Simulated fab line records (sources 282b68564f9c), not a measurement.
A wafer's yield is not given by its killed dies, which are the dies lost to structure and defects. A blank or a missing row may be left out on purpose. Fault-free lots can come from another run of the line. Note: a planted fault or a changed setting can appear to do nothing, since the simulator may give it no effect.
Shared-tool check || flow ritCmos || Lots sampled 14, wafers sampled 48

== REASON IT WAS OPENED ==
At RIT_GATE_OVL_MEAS_17 the reading GATE_OVL is flagged on 2 of 14 lots. Wafers without a fault read 0.0 nm, standard deviation 1.4.
Rule: flag the lot when none of its wafers has a number, or when each of its wafers that has one lies beyond 4 standard deviations from that mean. All remaining lots are regarded as sound.

{"lot": "L401", "measured": "day 2 14:14", "on": "overlay-01", "GATE_OVL (nm), wafer by wafer": "1.5 0.6 -0.5", "flag": ""}
{"lot": "L402", "measured": "day 3 00:24", "on": "overlay-01", "GATE_OVL (nm), wafer by wafer": "0.3 0.6 0.9", "flag": ""}
{"lot": "L403", "measured": "day 3 02:23", "on": "overlay-02", "GATE_OVL (nm), wafer by wafer": "-2.6 -0.4 -2.2", "flag": ""}
{"lot": "L404", "measured": "day 3 06:31", "on": "overlay-02", "GATE_OVL (nm), wafer by wafer": "1.2 1.0 0.3", "flag": ""}
{"lot": "L405", "measured": "day 3 12:31", "on": "overlay-01", "GATE_OVL (nm), wafer by wafer": "0.1 1.0 1.1", "flag": ""}
{"lot": "L406", "measured": "day 3 18:40", "on": "overlay-01", "GATE_OVL (nm), wafer by wafer": "-1.2 0.2 -2.9", "flag": ""}
{"lot": "L408", "measured": "day 4 01:53", "on": "overlay-02", "GATE_OVL (nm), wafer by wafer": "0.3 -1.2 -0.2", "flag": ""}
{"lot": "L409", "measured": "day 4 08:26", "on": "overlay-01", "GATE_OVL (nm), wafer by wafer": "0.3 1.7 1.1", "flag": ""}
{"lot": "L410", "measured": "day 4 16:49", "on": "overlay-01", "GATE_OVL (nm), wafer by wafer": "1.0 -1.0 -1.6", "flag": ""}
{"lot": "L415", "measured": "day 5 16:50", "on": "overlay-02", "GATE_OVL (nm), wafer by wafer": "1.1 1.0 1.1", "flag": ""}
{"lot": "L418", "measured": "day 6 20:46", "on": "overlay-01", "GATE_OVL (nm), wafer by wafer": "-149.5 -149.8 -149.1 -149.5 -149.2 -149.5", "flag": "FLAGGED"}
{"lot": "L419", "measured": "day 7 02:14", "on": "overlay-02", "GATE_OVL (nm), wafer by wafer": "-151.4 -151.2 -151.1 -151.3 -150.9 -151.4", "flag": "FLAGGED"}
{"lot": "L422", "measured": "day 7 17:23", "on": "overlay-02", "GATE_OVL (nm), wafer by wafer": "0.8 -1.1 0.2", "flag": ""}
{"lot": "L424", "measured": "day 8 03:46", "on": "overlay-02", "GATE_OVL (nm), wafer by wafer": "1.0 -0.9 -0.1", "flag": ""}
Flagged lots average -150.3 nm: -150.3 nm relative to the usual, that is -99 or more standard deviations.

== WHICH TOOL RAN EACH LOT ==
The record keeps 1 process step preceding the reading, out of 202 steps on the route. Read each cell as the tool, then ch plus the chambers that the sampled wafers visited, then the start.
{"lot": "L401", "flag": "", "RIT_GATE_EXPOSE_13": "ilineStepper-02 ch 0, day 2 13:43"}
{"lot": "L402", "flag": "", "RIT_GATE_EXPOSE_13": "ilineStepper-01 ch 0, day 2 23:55"}
{"lot": "L403", "flag": "", "RIT_GATE_EXPOSE_13": "ilineStepper-01 ch 0, day 3 01:52"}
{"lot": "L404", "flag": "", "RIT_GATE_EXPOSE_13": "ilineStepper-02 ch 0, day 3 06:01"}
{"lot": "L405", "flag": "", "RIT_GATE_EXPOSE_13": "ilineStepper-02 ch 0, day 3 11:59"}
{"lot": "L406", "flag": "", "RIT_GATE_EXPOSE_13": "ilineStepper-02 ch 0, day 3 18:04"}
{"lot": "L408", "flag": "", "RIT_GATE_EXPOSE_13": "ilineStepper-01 ch 0, day 4 01:22"}
{"lot": "L409", "flag": "", "RIT_GATE_EXPOSE_13": "ilineStepper-01 ch 0, day 4 07:56"}
{"lot": "L410", "flag": "", "RIT_GATE_EXPOSE_13": "ilineStepper-02 ch 0, day 4 16:07"}
{"lot": "L415", "flag": "", "RIT_GATE_EXPOSE_13": "ilineStepper-02 ch 0, day 5 16:19"}
{"lot": "L418", "flag": "FLAGGED", "RIT_GATE_EXPOSE_13": "ilineStepper-01 ch 0, day 6 20:16"}
{"lot": "L419", "flag": "FLAGGED", "RIT_GATE_EXPOSE_13": "ilineStepper-01 ch 0, day 7 01:43"}
{"lot": "L422", "flag": "", "RIT_GATE_EXPOSE_13": "ilineStepper-02 ch 0, day 7 16:46"}
{"lot": "L424", "flag": "", "RIT_GATE_EXPOSE_13": "ilineStepper-02 ch 0, day 8 02:59"}
What the steps here do:
- RIT_GATE_EXPOSE_13: exposes mask M6, target cd 150 nm.
- RIT_GATE_OVL_MEAS_17

== FLAGGED OVER TOTAL, TOOL BY TOOL (the gauges that took the reading come last) ==
{"step": "RIT_GATE_EXPOSE_13", "tool": "ilineStepper-01", "lots run": 6, "flagged": 2, "share of the flagged lots": "all", "sound lots run after its first flagged lot": 0}
{"step": "RIT_GATE_EXPOSE_13", "tool": "ilineStepper-02", "lots run": 8, "flagged": 0, "share of the flagged lots": "none", "sound lots run after its first flagged lot": "-"}
{"step": "RIT_GATE_OVL_MEAS_17", "tool": "overlay-01", "lots run": 7, "flagged": 1, "share of the flagged lots": "some", "sound lots run after its first flagged lot": 0}
{"step": "RIT_GATE_OVL_MEAS_17", "tool": "overlay-02", "lots run": 7, "flagged": 1, "share of the flagged lots": "some", "sound lots run after its first flagged lot": "2 (L422,L424)"}

== WHAT THE TABLE PERMITS ==
Rows of the table that ran each flagged lot: 1, that is ilineStepper-01 at RIT_GATE_EXPOSE_13.
- ilineStepper-01 at RIT_GATE_EXPOSE_13 ran 6 lots, 2 of them flagged. It ran its last sound lot, L409, at day 4 07:56 and its first flagged lot, L418, at day 6 20:16: a fault with its onset between the two fits.
ilineStepper-01 at RIT_GATE_EXPOSE_13 is the single tool remaining.

== WHAT HAD BEEN PUT IN BY THE SIMULATOR ==
Scanner matching overlay: ilineStepper-01, from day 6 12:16 on, at RIT_GATE_EXPOSE_13. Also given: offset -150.
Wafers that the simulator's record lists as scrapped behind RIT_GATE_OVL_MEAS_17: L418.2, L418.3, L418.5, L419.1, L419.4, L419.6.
Lots struck among those shown: L418, L419. Same finding as the rule above.
